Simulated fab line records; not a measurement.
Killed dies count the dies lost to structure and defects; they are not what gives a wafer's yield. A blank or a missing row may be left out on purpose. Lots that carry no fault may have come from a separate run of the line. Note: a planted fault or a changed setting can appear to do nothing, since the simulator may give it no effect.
Problem report, 8D (eight disciplines) form, completed by code ; flow berkeley_cmos170 ; the parts of the form that need people (team, actions taken, sign-off) are left out

1. PROBLEM STATEMENT
Mean of oes_product_au at UCB170_PWELL_ETCH_14: 0.810 a.u. across 3 wafers in 2 lots; on wafers with no fault it is 0.945 a.u. (standard deviation 0.012). Measured from the usual mean, that is -11 standard deviations.
The step: etches Si3N4 in CH3F/Ar/O2, stops on SiO2, target depth 242 nm, time 151 s.
Seen first at day 5 00:20 on rie_diel-03, wafer L184.2. Wafers with a number at this step in the record: 18, from 6 lots. Rule for "out", or "out of limits": more than 4 standard deviations from the usual mean. The rest of the wafers with a number are treated as sound.

2. WHAT THIS IS AND IS NOT
question;is;is not
which readings at this step;oes_product_au;drypump_motor_current_A, throttle_valve_pct
which lots;L184, L186;L176, L188, L195, L196
which wafers of those lots;L184.2, L186.1, L186.5;L184.3, L184.6, L186.6
read on which tools;rie_diel-03;rie_diel-02, rie_diel-04
when;from day 5 00:20;"up to then (5 sound wafers); but 10 sound wafers of L186, L188, L195, L196 came after"

3. THE SUSPECTS, EACH WITH WHAT RULES IT OUT
Counting: a tool at a process step up to the reading stays a suspect if it ran every lot that is out. Sound lots after the first of them don't rule it out here, since some wafers of a struck lot are sound.
- rie_diel-03 at UCB170_PWELL_ETCH_14 (etches Si3N4 in CH3F/Ar/O2, stops on SiO2, target depth 242 nm, time 151 s): kept. It processed each lot that is out (first: L184, day 5 00:20); up to then, its last sound lot is L176 (day 3 14:02). On those wafers its own readings are out: oes_product_au.
- The sound lot-mates ran in chamber 3 of rie_diel-03 at UCB170_PWELL_ETCH_14, but the wafers that are out ran in chamber 2.
Remaining after the count: rie_diel-03 at UCB170_PWELL_ETCH_14.

4. THE CAUSE (what the simulator had put in)
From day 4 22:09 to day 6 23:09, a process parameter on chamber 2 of rie_diel-03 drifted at UCB170_PWELL_ETCH_14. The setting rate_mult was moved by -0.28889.
After counting, this tool was the only one left.

5. SEQUENCE OF EFFECTS, ordered by route
Each row: a reading whose mean over the struck wafers that have a number lies more than 3 standard deviations from the usual. Only readings for which the record gives a usual standard deviation are gone through. hours: the time from each lot's start at the first step in this table that gives one to its start at this step, as a median over the lots. sigmas: the change in usual standard deviations.
hours;step;reading;usual;on struck wafers;change;sigmas
0;UCB170_PWELL_ETCH_14;oes_product_au;0.945 a.u.;0.810;-0.135;-11
0;UCB170_PWELL_STRIP_16;strip_time_to_endpoint_s;18.08 s;19.21;+1.13;+15
Its process steps:
- UCB170_PWELL_ETCH_14: etches Si3N4 in CH3F/Ar/O2, stops on SiO2, target depth 242 nm, time 151 s.
- UCB170_PWELL_STRIP_16: strips in O2.
Later measuring or inspecting steps at which every struck wafer that the step has a row for has a number for every such reading, and none has moved that far: UCB170_PWELL_TW_MEAS_17.

6. HOW IT WOULD HAVE BEEN CAUGHT EARLIER
First out-of-limits reading in this record: day 5 00:20, which is 2 hours after fault onset at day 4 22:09.
